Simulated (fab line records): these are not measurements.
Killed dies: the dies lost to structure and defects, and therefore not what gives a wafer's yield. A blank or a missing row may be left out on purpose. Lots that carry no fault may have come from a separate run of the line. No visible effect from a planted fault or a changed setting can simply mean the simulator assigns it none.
Comparing a struck lot with a sound one | flow berkeleyCmos170 | 17 steps out of a route of 331
Sound: wafers L834.1, L834.3, L834.6. Wafers L826.1, L826.2, L826.6 were the ones struck. At the end, the cause is stated.
Each step with rows lists, per side, the tool, then ch with its chambers, then its first start. Under that, the readings that differ: sound wafers | struck wafers | difference of the means | sigmas: that difference in standard deviations of wafers without a fault.
alike: readings with means less than 2 such deviations apart, plus words and numbers identical on both sides. not compared: withheld readings, readings lacking a value on some wafer, bounds such as >300 that could conceal the same value, and numbers that have no deviation in the record and whose values overlap.
The two part at a step that has a row with sigmas, a row that says differs or no value, or rows on one side only. Numbers that have no deviation but don't overlap get no sigmas and don't part them. A reading missing from all wafers of one side parts the sides only when that side holds two or more wafers.

UCB170_NVT_OVL_MEAS_06:
  struck on overlay-01, day 8 21:51; sound on overlay-01, day 9 23:37
  alike: NVT_OVL
after that, 1 step had no rows for these wafers: UCB170_NVT_IMPLANT_07.
UCB170_NVT_STRIP_08: strips in O2.
  sound on plasmaAsher-01 ch 1, day 9 23:47; struck on plasmaAsher-03 ch 0,1, day 8 22:02
  alike: drypumpMotorCurrentA, oesProductAu, stripTimeToEndpointS
  not compared: rfHoursCounterH
UCB170_NVT_TW_MEAS_09:
  struck on filmMetro-01, day 8 22:08; sound on filmMetro-01, day 9 23:53
  alike: NVT_TW
then, 7 steps without rows for these wafers: UCB170_NVT_CLEAN_10 (cleans in SPM, time 600 s); UCB170_PVT_HMDS_00 (prime time 60 s); UCB170_PVT_COAT_01 (resist thk 900 nm); UCB170_PVT_SOFTBAKE_02 (time 60 s); UCB170_PVT_EXPOSE_03 (exposes mask NWELL, target cd 3000 nm); UCB170_PVT_PEB_04; UCB170_PVT_DEVELOP_05 (develop time 45 s).
UCB170_PVT_OVL_MEAS_06:
  struck on overlay-01, day 9 01:06; sound on overlay-02, day 10 02:41
  alike: PVT_OVL
UCB170_PVT_IMPLANT_07:
  sound on implanter-01 ch 0, day 10 02:44; struck on implanter-04 ch 0, day 9 01:08
reading                  | sound                | struck               | difference | sigmas
beamEnergyKeV            | 30.017 30.023 29.999 | 20.991 20.998 20.993 | -9.019     | -99 or more
model.implant.rpNm (nm)  | 35.47 35.47 35.47    | 28.96 28.96 28.96    | -6.51      | 
model.implant.drpNm (nm) | 16.56 16.56 16.56    | 13.36 13.36 13.36    | -3.20      | 
UCB170_PVT_STRIP_08: strips in O2.
  sound on plasmaAsher-04 ch 0, day 10 02:53; struck on plasmaAsher-03 ch 0,1, day 9 01:17
  alike: drypumpMotorCurrentA, oesProductAu, stripTimeToEndpointS
  not compared: rfHoursCounterH
UCB170_PVT_TW_MEAS_09:
  struck on filmMetro-04, day 9 01:23; sound on filmMetro-04, day 10 03:01
reading | sound       | struck      | difference | sigmas
PVT_TW  | 508 506 506 | 462 459 466 | -44        | -13
then, 1 step without rows for these wafers: UCB170_GATE_WET_ETCH_00 (etches SiO2 in dHF, time 200 s).
-- the record jumps here: 3 days lie between the struck wafers' starts before and after (it left off in module GATE and takes up again in module M3, whose first step shown is number 331 of the route) --
UCB170_M3_PROBE_99:
  struck on prober-01, day 11 22:30; sound on prober-01, day 12 22:46
reading                             | sound                   | struck                  | difference | sigmas
model.etest.pmos_0p35.swingMvDec    | 75.37 75.67 76.33       | 74.38 75 74.31          | -1.23      | 
model.etest.capPGate.cMinFfUm2      | 1.132 1.129 1.129       | 1.115 1.111 1.106       | -0.019     | 
model.etest.pmos_0p35.vtSatV (V)    | -0.342 -0.3493 -0.3584  | -0.3093 -0.3115 -0.3033 | +0.0419    | 
model.etest.pmos_0p35.bodyRiseV (V) | -0.3169 -0.3177 -0.3193 | -0.2873 -0.2892 -0.2915 | +0.0286    | 
model.etest.pmos_0p35.vtV (V)       | -0.4605 -0.4627 -0.4737 | -0.4332 -0.4387 -0.4271 | +0.0326    | 

WHERE THEY PART
At UCB170_PVT_IMPLANT_07 first; at UCB170_PVT_TW_MEAS_09 last (within this record only).

WHY: the cause the simulator had injected
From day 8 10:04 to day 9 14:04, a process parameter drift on implanter-04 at UCB170_PVT_IMPLANT_07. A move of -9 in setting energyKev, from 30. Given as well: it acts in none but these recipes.
